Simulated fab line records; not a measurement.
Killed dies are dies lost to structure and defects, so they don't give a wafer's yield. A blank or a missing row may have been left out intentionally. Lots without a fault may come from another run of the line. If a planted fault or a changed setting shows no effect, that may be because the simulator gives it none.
fab line records :: flow rit_cmos :: part 2 of 2: steps 27 to 37 of 37
record
  lots=5
  wafers=15
  last_day=7
route steps=202 shown SDANNEAL@155 PSD@157 NSD@158 PLDD@159 NLDD@160 SILICIDE@161 CONTACT@168 M1@184
lots untouched by any fault: they come from a run of this same line in which no faults occurred
start_h: hours from the record's first day to the start of the lot's first wafer shown :: wait_h: hours since the lot's step before :: " as in the row above :: L1.1+2: one row covering several wafers at once :: - value missing, or start not given :: * or withheld: withheld :: < > ~ a bound
route shown NAME@n: a module of which the file shows steps, and the number in the route of the first :: usual: the fault-free wafers' mean and standard deviation :: same: alike in all rows :: chamber/n: place in a boat :: sites: the reading at each site :: _std_site: the standard deviation of these :: _edge_site: the outer-site mean with the inner-site mean subtracted :: radius_mm: for every site, how far away it sits from the centre of the wafer :: mask NAME#n: copy n :: behind: tool/chamber where the wafer was last shaped :: hold: why the lot went on hold/how many hours it stayed there/how the hold came to an end :: device: whichever transistor did not switch (one of n, p or np) :: end of line: tests of these same wafers at the route's end :: for a step that has no rows: nothing shown but its recipe :: killed: not the wafer's yield, but the dies lost to structure and defects at the first sort :: map: a wafer's dies, marking killed ones x, the rest . and places with no die _
set.NAME: the setting as run; set.NAME@STEP: as run at that earlier step :: model.NAME: the simulator's own value behind a step, which no gauge read
a table for each step, a row for each wafer; lots at some steps of the route
services: a tool's chamber out of use, with start hour (start_h, from the record's first day; less than 0 if before it), hours out, and reason
## steps
# step RIT_CONTACT_CD_MEAS_90
# recipe
  target_cd_nm=1000
# usual
  cd_nm=999.7/2.4
lot.wafer: L074.3
tool: cd_sem-02
chamber: -
start_h: 55.52
wait_h: 0.1
cd_nm: 1000.4

lot.wafer: L074.5
tool: cd_sem-02
chamber: -
start_h: 55.52
wait_h: 0.1
cd_nm: 997.9

lot.wafer: L074.6
tool: cd_sem-02
chamber: -
start_h: 55.52
wait_h: 0.1
cd_nm: 998.3

lot.wafer: L083.1
tool: cd_sem-01
chamber: -
start_h: 103.75
wait_h: 0.1
cd_nm: 1002.5

lot.wafer: L083.2
tool: cd_sem-01
chamber: -
start_h: 103.75
wait_h: 0.1
cd_nm: 999.9

lot.wafer: L083.6
tool: cd_sem-01
chamber: -
start_h: 103.75
wait_h: 0.1
cd_nm: 999.4

lot.wafer: L086.1
tool: cd_sem-01
chamber: -
start_h: 114.74
wait_h: 0.1
cd_nm: 1001.2

lot.wafer: L086.5
tool: cd_sem-01
chamber: -
start_h: 114.74
wait_h: 0.1
cd_nm: 999.8

lot.wafer: L086.6
tool: cd_sem-01
chamber: -
start_h: 114.74
wait_h: 0.1
cd_nm: 1002.4

lot.wafer: L088.1
tool: cd_sem-02
chamber: -
start_h: 127.34
wait_h: 0.1
cd_nm: 1000.4

lot.wafer: L088.2
tool: cd_sem-02
chamber: -
start_h: 127.34
wait_h: 0.1
cd_nm: 996.9

lot.wafer: L088.6
tool: cd_sem-02
chamber: -
start_h: 127.34
wait_h: 0.1
cd_nm: 998.5

lot.wafer: L094.2
tool: cd_sem-02
chamber: -
start_h: 154.00
wait_h: 0.1
cd_nm: 998.6

lot.wafer: L094.4
tool: cd_sem-02
chamber: -
start_h: 154.00
wait_h: 0.1
cd_nm: 999.6

lot.wafer: L094.5
tool: cd_sem-02
chamber: -
start_h: 154.00
wait_h: 0.1
cd_nm: 999.9
# step RIT_CONTACT_CLEAN_13
# recipe
  chemistry=SC1
  mix=3:3:50
  time_s=600
  temp_c=75
# usual
  bath_guard_temp_C=74.9/0.5
lot.wafer: L074.3
tool: wet_bench-03
chamber: 0
start_h: 55.60
wait_h: 0.1
bath_guard_temp_C: 74.7

lot.wafer: L074.5
tool: wet_bench-03
chamber: 0
start_h: 55.60
wait_h: 0.1
bath_guard_temp_C: 74.6

lot.wafer: L074.6
tool: wet_bench-03
chamber: 0
start_h: 55.60
wait_h: 0.1
bath_guard_temp_C: 74.4

lot.wafer: L083.1
tool: wet_bench-01
chamber: 0
start_h: 103.87
wait_h: 0.1
bath_guard_temp_C: 75.3

lot.wafer: L083.2
tool: wet_bench-01
chamber: 0
start_h: 103.87
wait_h: 0.1
bath_guard_temp_C: 75.3

lot.wafer: L083.6
tool: wet_bench-01
chamber: 0
start_h: 103.87
wait_h: 0.1
bath_guard_temp_C: 75.1

lot.wafer: L086.1
tool: wet_bench-02
chamber: 0
start_h: 114.86
wait_h: 0.1
bath_guard_temp_C: 75.4

lot.wafer: L086.5
tool: wet_bench-02
chamber: 0
start_h: 114.86
wait_h: 0.1
bath_guard_temp_C: 75.6

lot.wafer: L086.6
tool: wet_bench-02
chamber: 0
start_h: 114.86
wait_h: 0.1
bath_guard_temp_C: 75.7

lot.wafer: L088.1
tool: wet_bench-03
chamber: 3
start_h: 127.46
wait_h: 0.1
bath_guard_temp_C: 74.8

lot.wafer: L088.2
tool: wet_bench-03
chamber: 3
start_h: 127.46
wait_h: 0.1
bath_guard_temp_C: 74.6

lot.wafer: L088.6
tool: wet_bench-03
chamber: 3
start_h: 127.46
wait_h: 0.1
bath_guard_temp_C: 74.6

lot.wafer: L094.2
tool: wet_bench-02
chamber: 2
start_h: 154.10
wait_h: 0.1
bath_guard_temp_C: 75.1

lot.wafer: L094.4
tool: wet_bench-02
chamber: 2
start_h: 154.10
wait_h: 0.1
bath_guard_temp_C: 75.1

lot.wafer: L094.5
tool: wet_bench-02
chamber: 2
start_h: 154.10
wait_h: 0.1
bath_guard_temp_C: 75.0
# step RIT_CONTACT_CLEAN_14
# recipe
  chemistry=SC2
  mix=3:3:50
  time_s=600
  temp_c=75
  dry=n2_spin
# usual
  bath_guard_temp_C=75.1/0.56
lot.wafer: L074.3
tool: wet_bench-02
chamber: 3
start_h: 55.79
wait_h: 0.0
bath_guard_temp_C: 74.1

lot.wafer: L074.5
tool: wet_bench-02
chamber: 3
start_h: 55.79
wait_h: 0.0
bath_guard_temp_C: 74.1

lot.wafer: L074.6
tool: wet_bench-02
chamber: 3
start_h: 55.79
wait_h: 0.0
bath_guard_temp_C: 73.8

lot.wafer: L083.1
tool: wet_bench-03
chamber: 1
start_h: 104.04
wait_h: 0.0
bath_guard_temp_C: 76.1

lot.wafer: L083.2
tool: wet_bench-03
chamber: 1
start_h: 104.04
wait_h: 0.0
bath_guard_temp_C: 75.5

lot.wafer: L083.6
tool: wet_bench-03
chamber: 1
start_h: 104.04
wait_h: 0.0
bath_guard_temp_C: 75.9

lot.wafer: L086.1
tool: wet_bench-03
chamber: 3
start_h: 115.03
wait_h: 0.0
bath_guard_temp_C: 74.8

lot.wafer: L086.5
tool: wet_bench-03
chamber: 3
start_h: 115.03
wait_h: 0.0
bath_guard_temp_C: 74.9

lot.wafer: L086.6
tool: wet_bench-03
chamber: 3
start_h: 115.03
wait_h: 0.0
bath_guard_temp_C: 75.0

lot.wafer: L088.1
tool: wet_bench-02
chamber: 2
start_h: 127.64
wait_h: 0.0
bath_guard_temp_C: 75.5

lot.wafer: L088.2
tool: wet_bench-02
chamber: 2
start_h: 127.64
wait_h: 0.0
bath_guard_temp_C: 75.4

lot.wafer: L088.6
tool: wet_bench-02
chamber: 2
start_h: 127.64
wait_h: 0.0
bath_guard_temp_C: 75.0

lot.wafer: L094.2
tool: wet_bench-03
chamber: 1
start_h: 154.28
wait_h: 0.0
bath_guard_temp_C: 75.6

lot.wafer: L094.4
tool: wet_bench-03
chamber: 1
start_h: 154.28
wait_h: 0.0
bath_guard_temp_C: 75.9

lot.wafer: L094.5
tool: wet_bench-03
chamber: 1
start_h: 154.28
wait_h: 0.0
bath_guard_temp_C: 76.1
# step RIT_M1_SPUTTER_00
# recipe
  material=Al
  target_thk_nm=400
  power_w=2000
  chamber_pressure_pa=0.4
  gas=Ar
  time_s=500
  substrate_temp_c=25
# usual
  substrate_temp_c=25.00/0.11
  throttle_valve_pct=29.9/1.2
lot.wafer: L074.3
tool: pvd_sputter-03
chamber: -
start_h: 55.97
wait_h: 0.0
substrate_temp_c: 24.88
throttle_valve_pct: 29.5

lot.wafer: L074.5
tool: pvd_sputter-03
chamber: -
start_h: 55.97
wait_h: 0.0
substrate_temp_c: 25.05
throttle_valve_pct: 32.0

lot.wafer: L074.6
tool: pvd_sputter-03
chamber: -
start_h: 55.97
wait_h: 0.0
substrate_temp_c: 24.94
throttle_valve_pct: 29.3

lot.wafer: L083.1
tool: pvd_sputter-04
chamber: -
start_h: 104.22
wait_h: 0.0
substrate_temp_c: 24.96
throttle_valve_pct: 31.6

lot.wafer: L083.2
tool: pvd_sputter-04
chamber: -
start_h: 104.22
wait_h: 0.0
substrate_temp_c: 24.89
throttle_valve_pct: 30.3

lot.wafer: L083.6
tool: pvd_sputter-04
chamber: -
start_h: 104.22
wait_h: 0.0
substrate_temp_c: 24.96
throttle_valve_pct: 29.9

lot.wafer: L086.1
tool: pvd_sputter-02
chamber: -
start_h: 115.22
wait_h: 0.0
substrate_temp_c: 25.11
throttle_valve_pct: 28.9

lot.wafer: L086.5
tool: pvd_sputter-02
chamber: -
start_h: 115.22
wait_h: 0.0
substrate_temp_c: 24.89
throttle_valve_pct: 29.0

lot.wafer: L086.6
tool: pvd_sputter-02
chamber: -
start_h: 115.22
wait_h: 0.0
substrate_temp_c: 24.84
throttle_valve_pct: 27.2

lot.wafer: L088.1
tool: pvd_sputter-02
chamber: -
start_h: 127.81
wait_h: 0.0
substrate_temp_c: 24.94
throttle_valve_pct: 27.3

lot.wafer: L088.2
tool: pvd_sputter-02
chamber: -
start_h: 127.81
wait_h: 0.0
substrate_temp_c: 24.91
throttle_valve_pct: 29.2

lot.wafer: L088.6
tool: pvd_sputter-02
chamber: -
start_h: 127.81
wait_h: 0.0
substrate_temp_c: 25.26
throttle_valve_pct: 30.2

lot.wafer: L094.2
tool: pvd_sputter-03
chamber: -
start_h: 154.47
wait_h: 0.0
substrate_temp_c: 24.92
throttle_valve_pct: 29.4

lot.wafer: L094.4
tool: pvd_sputter-03
chamber: -
start_h: 154.47
wait_h: 0.0
substrate_temp_c: 25.15
throttle_valve_pct: 30.7

lot.wafer: L094.5
tool: pvd_sputter-03
chamber: -
start_h: 154.47
wait_h: 0.0
substrate_temp_c: 25.06
throttle_valve_pct: 29.5
# step RIT_M1_RS_MEAS_01
# recipe
  thk_meas_gauge=four-point-probe
  reads=Al_of_M1_SPUTTER_00
# usual
  M1_AL_RS=0.0737/0.0011
lot.wafer: L074.3
tool: film_metro-04
chamber: -
start_h: 56.30
wait_h: 0.2
M1_AL_RS[ohm/sq]: 0.0735

lot.wafer: L074.5
tool: film_metro-04
chamber: -
start_h: 56.30
wait_h: 0.2
M1_AL_RS[ohm/sq]: 0.0723

lot.wafer: L074.6
tool: film_metro-04
chamber: -
start_h: 56.30
wait_h: 0.2
M1_AL_RS[ohm/sq]: 0.0742

lot.wafer: L083.1
tool: film_metro-04
chamber: -
start_h: 104.51
wait_h: 0.1
M1_AL_RS[ohm/sq]: 0.0717

lot.wafer: L083.2
tool: film_metro-04
chamber: -
start_h: 104.51
wait_h: 0.1
M1_AL_RS[ohm/sq]: 0.0730

lot.wafer: L083.6
tool: film_metro-04
chamber: -
start_h: 104.51
wait_h: 0.1
M1_AL_RS[ohm/sq]: 0.0735

lot.wafer: L086.1
tool: film_metro-02
chamber: -
start_h: 115.52
wait_h: 0.1
M1_AL_RS[ohm/sq]: 0.0722

lot.wafer: L086.5
tool: film_metro-02
chamber: -
start_h: 115.52
wait_h: 0.1
M1_AL_RS[ohm/sq]: 0.0737

lot.wafer: L086.6
tool: film_metro-02
chamber: -
start_h: 115.52
wait_h: 0.1
M1_AL_RS[ohm/sq]: 0.0729

lot.wafer: L088.1
tool: film_metro-02
chamber: -
start_h: 128.11
wait_h: 0.1
M1_AL_RS[ohm/sq]: 0.0727

lot.wafer: L088.2
tool: film_metro-02
chamber: -
start_h: 128.11
wait_h: 0.1
M1_AL_RS[ohm/sq]: 0.0723

lot.wafer: L088.6
tool: film_metro-02
chamber: -
start_h: 128.11
wait_h: 0.1
M1_AL_RS[ohm/sq]: 0.0738

lot.wafer: L094.2
tool: film_metro-04
chamber: -
start_h: 154.78
wait_h: 0.2
M1_AL_RS[ohm/sq]: 0.0747

lot.wafer: L094.4
tool: film_metro-04
chamber: -
start_h: 154.78
wait_h: 0.2
M1_AL_RS[ohm/sq]: 0.0736

lot.wafer: L094.5
tool: film_metro-04
chamber: -
start_h: 154.78
wait_h: 0.2
M1_AL_RS[ohm/sq]: 0.0744
# step RIT_M1_THK_MEAS_02
# recipe
  thk_meas_gauge=xrf
  reads=Al_of_M1_SPUTTER_00
# usual
  M1_AL_THK=401/6.4
lot.wafer: L074.3
tool: film_metro-04
chamber: -
start_h: 56.40
wait_h: 0.1
M1_AL_THK[nm]: 402

lot.wafer: L074.5
tool: film_metro-04
chamber: -
start_h: 56.40
wait_h: 0.1
M1_AL_THK[nm]: 411

lot.wafer: L074.6
tool: film_metro-04
chamber: -
start_h: 56.40
wait_h: 0.1
M1_AL_THK[nm]: 402

lot.wafer: L083.1
tool: film_metro-04
chamber: -
start_h: 104.63
wait_h: 0.1
M1_AL_THK[nm]: 412

lot.wafer: L083.2
tool: film_metro-04
chamber: -
start_h: 104.63
wait_h: 0.1
M1_AL_THK[nm]: 404

lot.wafer: L083.6
tool: film_metro-04
chamber: -
start_h: 104.63
wait_h: 0.1
M1_AL_THK[nm]: 404

lot.wafer: L086.1
tool: film_metro-02
chamber: -
start_h: 115.64
wait_h: 0.1
M1_AL_THK[nm]: 408

lot.wafer: L086.5
tool: film_metro-02
chamber: -
start_h: 115.64
wait_h: 0.1
M1_AL_THK[nm]: 399

lot.wafer: L086.6
tool: film_metro-02
chamber: -
start_h: 115.64
wait_h: 0.1
M1_AL_THK[nm]: 402

lot.wafer: L088.1
tool: film_metro-02
chamber: -
start_h: 128.23
wait_h: 0.1
M1_AL_THK[nm]: 403

lot.wafer: L088.2
tool: film_metro-02
chamber: -
start_h: 128.23
wait_h: 0.1
M1_AL_THK[nm]: 407

lot.wafer: L088.6
tool: film_metro-02
chamber: -
start_h: 128.23
wait_h: 0.1
M1_AL_THK[nm]: 398

lot.wafer: L094.2
tool: film_metro-04
chamber: -
start_h: 154.89
wait_h: 0.1
M1_AL_THK[nm]: 401

lot.wafer: L094.4
tool: film_metro-04
chamber: -
start_h: 154.89
wait_h: 0.1
M1_AL_THK[nm]: 404

lot.wafer: L094.5
tool: film_metro-04
chamber: -
start_h: 154.89
wait_h: 0.1
M1_AL_THK[nm]: 399
# step RIT_M1_HMDS_03
# recipe
  prime_time_s=60
  prime_temp_c=140
# usual
  prime_temp_c=139.99/0.15
# same
  prime_time_s=60
lot.wafer: L074.3
tool: litho_track-02
chamber: 0
start_h: 56.49
wait_h: 0.1
prime_temp_c: 140.06

lot.wafer: L074.5
tool: litho_track-02
chamber: 0
start_h: 56.49
wait_h: 0.1
prime_temp_c: 140.23

lot.wafer: L074.6
tool: litho_track-02
chamber: 0
start_h: 56.49
wait_h: 0.1
prime_temp_c: 140.09

lot.wafer: L083.1
tool: litho_track-01
chamber: 0
start_h: 104.69
wait_h: 0.1
prime_temp_c: 139.97

lot.wafer: L083.2
tool: litho_track-01
chamber: 0
start_h: 104.69
wait_h: 0.1
prime_temp_c: 139.95

lot.wafer: L083.6
tool: litho_track-01
chamber: 0
start_h: 104.69
wait_h: 0.1
prime_temp_c: 139.99

lot.wafer: L086.1
tool: litho_track-01
chamber: 0
start_h: 115.70
wait_h: 0.1
prime_temp_c: 139.70

lot.wafer: L086.5
tool: litho_track-01
chamber: 0
start_h: 115.70
wait_h: 0.1
prime_temp_c: 139.86

lot.wafer: L086.6
tool: litho_track-01
chamber: 0
start_h: 115.70
wait_h: 0.1
prime_temp_c: 139.88

lot.wafer: L088.1
tool: litho_track-01
chamber: 0
start_h: 128.29
wait_h: 0.1
prime_temp_c: 139.98

lot.wafer: L088.2
tool: litho_track-01
chamber: 0
start_h: 128.29
wait_h: 0.1
prime_temp_c: 139.91

lot.wafer: L088.6
tool: litho_track-01
chamber: 0
start_h: 128.29
wait_h: 0.1
prime_temp_c: 140.06

lot.wafer: L094.2
tool: litho_track-04
chamber: 0
start_h: 154.97
wait_h: 0.1
prime_temp_c: 139.91

lot.wafer: L094.4
tool: litho_track-04
chamber: 0
start_h: 154.97
wait_h: 0.1
prime_temp_c: 140.02

lot.wafer: L094.5
tool: litho_track-04
chamber: 0
start_h: 154.97
wait_h: 0.1
prime_temp_c: 140.17
# step RIT_M1_COAT_04
# recipe
  resist=NOVOLAK
  spin_rpm=2000
  resist_thk_nm=1300
# usual
  dispense_pressure_kPa=47/5.3
lot.wafer: L074.3
tool: litho_track-02
chamber: 0
start_h: 56.64
wait_h: 0.1
dispense_pressure_kPa: 45

lot.wafer: L074.5
tool: litho_track-02
chamber: 0
start_h: 56.64
wait_h: 0.1
dispense_pressure_kPa: 45

lot.wafer: L074.6
tool: litho_track-02
chamber: 0
start_h: 56.64
wait_h: 0.1
dispense_pressure_kPa: 45

lot.wafer: L083.1
tool: litho_track-01
chamber: 0
start_h: 104.84
wait_h: 0.1
dispense_pressure_kPa: 55

lot.wafer: L083.2
tool: litho_track-01
chamber: 0
start_h: 104.84
wait_h: 0.1
dispense_pressure_kPa: 55

lot.wafer: L083.6
tool: litho_track-01
chamber: 0
start_h: 104.84
wait_h: 0.1
dispense_pressure_kPa: 55

lot.wafer: L086.1
tool: litho_track-01
chamber: 0
start_h: 115.85
wait_h: 0.1
dispense_pressure_kPa: 55

lot.wafer: L086.5
tool: litho_track-01
chamber: 0
start_h: 115.85
wait_h: 0.1
dispense_pressure_kPa: 55

lot.wafer: L086.6
tool: litho_track-01
chamber: 0
start_h: 115.85
wait_h: 0.1
dispense_pressure_kPa: 55

lot.wafer: L088.1
tool: litho_track-01
chamber: 0
start_h: 128.44
wait_h: 0.1
dispense_pressure_kPa: 55

lot.wafer: L088.2
tool: litho_track-01
chamber: 0
start_h: 128.44
wait_h: 0.1
dispense_pressure_kPa: 55

lot.wafer: L088.6
tool: litho_track-01
chamber: 0
start_h: 128.44
wait_h: 0.1
dispense_pressure_kPa: 55

lot.wafer: L094.2
tool: litho_track-04
chamber: 0
start_h: 155.12
wait_h: 0.1
dispense_pressure_kPa: 42

lot.wafer: L094.4
tool: litho_track-04
chamber: 0
start_h: 155.12
wait_h: 0.1
dispense_pressure_kPa: 42

lot.wafer: L094.5
tool: litho_track-04
chamber: 0
start_h: 155.12
wait_h: 0.1
dispense_pressure_kPa: 42
# step RIT_M1_SOFTBAKE_05
# recipe
  resist=NOVOLAK
  temp_c=89.59
  time_s=60
lot.wafer: L074.3+5+6
tool: litho_track-02
chamber: 0
start_h: 56.79
wait_h: 0.1

lot.wafer: L083.1+2+6
tool: litho_track-01
chamber: 0
start_h: 104.99
wait_h: 0.1

lot.wafer: L086.1+5+6
tool: litho_track-01
chamber: 0
start_h: 116.00
wait_h: 0.1

lot.wafer: L088.1+2+6
tool: litho_track-01
chamber: 0
start_h: 128.59
wait_h: 0.1

lot.wafer: L094.2+4+5
tool: litho_track-04
chamber: 0
start_h: 155.27
wait_h: 0.1
# step RIT_M1_EXPOSE_06
# recipe
  mask_id=M12
  na=0.6
  source_shape=conventional
  sigma_outer=0.5
  target_cd_nm=2600
  dose_mj=250
# usual
  exposure_dose_mJ_cm2=250.05/0.24
  focus_offset_nm=-0.1/0.46
# same
  sigma_outer=0.5
lot.wafer: L074.3
tool: iline_stepper-01
chamber: 0
start_h: 57.06
wait_h: 0.2
mask: M12#0
exposure_dose_mJ_cm2: 249.75
focus_offset_nm: -0.3

lot.wafer: L074.5
tool: iline_stepper-01
chamber: 0
start_h: 57.06
wait_h: 0.2
mask: M12#0
exposure_dose_mJ_cm2: 249.98
focus_offset_nm: -0.4

lot.wafer: L074.6
tool: iline_stepper-01
chamber: 0
start_h: 57.06
wait_h: 0.2
mask: M12#0
exposure_dose_mJ_cm2: 250.07
focus_offset_nm: -0.8

lot.wafer: L083.1
tool: iline_stepper-01
chamber: 0
start_h: 105.27
wait_h: 0.2
mask: M12#0
exposure_dose_mJ_cm2: 250.17
focus_offset_nm: -0.3

lot.wafer: L083.2
tool: iline_stepper-01
chamber: 0
start_h: 105.27
wait_h: 0.2
mask: M12#0
exposure_dose_mJ_cm2: 249.88
focus_offset_nm: -0.1

lot.wafer: L083.6
tool: iline_stepper-01
chamber: 0
start_h: 105.27
wait_h: 0.2
mask: M12#0
exposure_dose_mJ_cm2: 250.37
focus_offset_nm: 0.2

lot.wafer: L086.1
tool: iline_stepper-02
chamber: 0
start_h: 116.15
wait_h: 0.1
mask: M12#0
exposure_dose_mJ_cm2: 250.05
focus_offset_nm: 0.4

lot.wafer: L086.5
tool: iline_stepper-02
chamber: 0
start_h: 116.15
wait_h: 0.1
mask: M12#0
exposure_dose_mJ_cm2: 249.98
focus_offset_nm: -0.3

lot.wafer: L086.6
tool: iline_stepper-02
chamber: 0
start_h: 116.15
wait_h: 0.1
mask: M12#0
exposure_dose_mJ_cm2: 249.87
focus_offset_nm: -0.5

lot.wafer: L088.1
tool: iline_stepper-02
chamber: 0
start_h: 128.86
wait_h: 0.2
mask: M12#0
exposure_dose_mJ_cm2: 249.78
focus_offset_nm: 0.3

lot.wafer: L088.2
tool: iline_stepper-02
chamber: 0
start_h: 128.86
wait_h: 0.2
mask: M12#0
exposure_dose_mJ_cm2: 249.97
focus_offset_nm: -0.6

lot.wafer: L088.6
tool: iline_stepper-02
chamber: 0
start_h: 128.86
wait_h: 0.2
mask: M12#0
exposure_dose_mJ_cm2: 250.16
focus_offset_nm: 0.2

lot.wafer: L094.2
tool: iline_stepper-02
chamber: 0
start_h: 155.41
wait_h: 0.1
mask: M12#0
exposure_dose_mJ_cm2: 249.95
focus_offset_nm: 0.6

lot.wafer: L094.4
tool: iline_stepper-02
chamber: 0
start_h: 155.41
wait_h: 0.1
mask: M12#0
exposure_dose_mJ_cm2: 250.05
focus_offset_nm: 0.5

lot.wafer: L094.5
tool: iline_stepper-02
chamber: 0
start_h: 155.41
wait_h: 0.1
mask: M12#0
exposure_dose_mJ_cm2: 250.18
focus_offset_nm: -0.2
# step RIT_M1_PEB_07
# recipe
  resist=NOVOLAK
  temp_c=withheld
  time_s=withheld
lot.wafer: L074.3+5+6
tool: litho_track-01
chamber: 0
start_h: 57.18
wait_h: 0.1

lot.wafer: L083.1+2+6
tool: litho_track-04
chamber: 0
start_h: 105.38
wait_h: 0.1

lot.wafer: L086.1+5+6
tool: litho_track-02
chamber: 0
start_h: 116.26
wait_h: 0.1

lot.wafer: L088.1+2+6
tool: litho_track-02
chamber: 0
start_h: 128.98
wait_h: 0.1

lot.wafer: L094.2+4+5
tool: litho_track-02
chamber: 0
start_h: 155.53
wait_h: 0.1
## services
tool: pecvd-01
chamber: 0
start_h: 35.33
hours: 13.7
kind: repair

tool: plasma_asher-01
chamber: -
start_h: 35.35
hours: 1.6
kind: repair

tool: iline_stepper-01
chamber: 0
start_h: 42.99
hours: -
kind: calibration

tool: iline_stepper-01
chamber: -
start_h: 50.30
hours: 4.4
kind: pm

tool: pvd_sputter-01
chamber: -
start_h: 51.10
hours: 8.6
kind: repair

tool: pecvd-01
chamber: -
start_h: 51.26
hours: 2.5
kind: repair

tool: pvd_sputter-03
chamber: -
start_h: 56.36
hours: 5.5
kind: repair

tool: pvd_sputter-04
chamber: -
start_h: 56.73
hours: 3.1
kind: repair

tool: rie_diel-04
chamber: 0
start_h: 57.62
hours: 2.5
kind: repair

tool: rtp_anneal-02
chamber: -
start_h: 61.47
hours: 5.5
kind: pm

tool: iline_stepper-02
chamber: 0
start_h: 71.85
hours: -
kind: calibration

tool: pvd_sputter-03
chamber: -
start_h: 73.05
hours: 1.8
kind: repair

tool: pvd_sputter-01
chamber: -
start_h: 82.07
hours: 3.4
kind: repair

tool: wet_bench-03
chamber: -
start_h: 89.76
hours: 2.7
kind: repair

tool: plasma_asher-04
chamber: -
start_h: 93.69
hours: 0.4
kind: repair

tool: plasma_asher-04
chamber: -
start_h: 105.16
hours: 2.2
kind: repair

tool: plasma_asher-01
chamber: -
start_h: 108.75
hours: 9.0
kind: pm

tool: plasma_asher-01
chamber: 0
start_h: 108.75
hours: 9.0
kind: vent_cycle

tool: plasma_asher-01
chamber: 1
start_h: 108.75
hours: 9.0
kind: vent_cycle

tool: rtp_anneal-01
chamber: -
start_h: 112.33
hours: 4.4
kind: pm

tool: pecvd-02
chamber: 0
start_h: 120.30
hours: 10.8
kind: repair

tool: rie_diel-04
chamber: 3
start_h: 145.27
hours: 2.7
kind: repair

tool: pvd_sputter-03
chamber: -
start_h: 147.63
hours: 5.5
kind: repair

tool: pecvd-02
chamber: -
start_h: 155.22
hours: 2.0
kind: repair
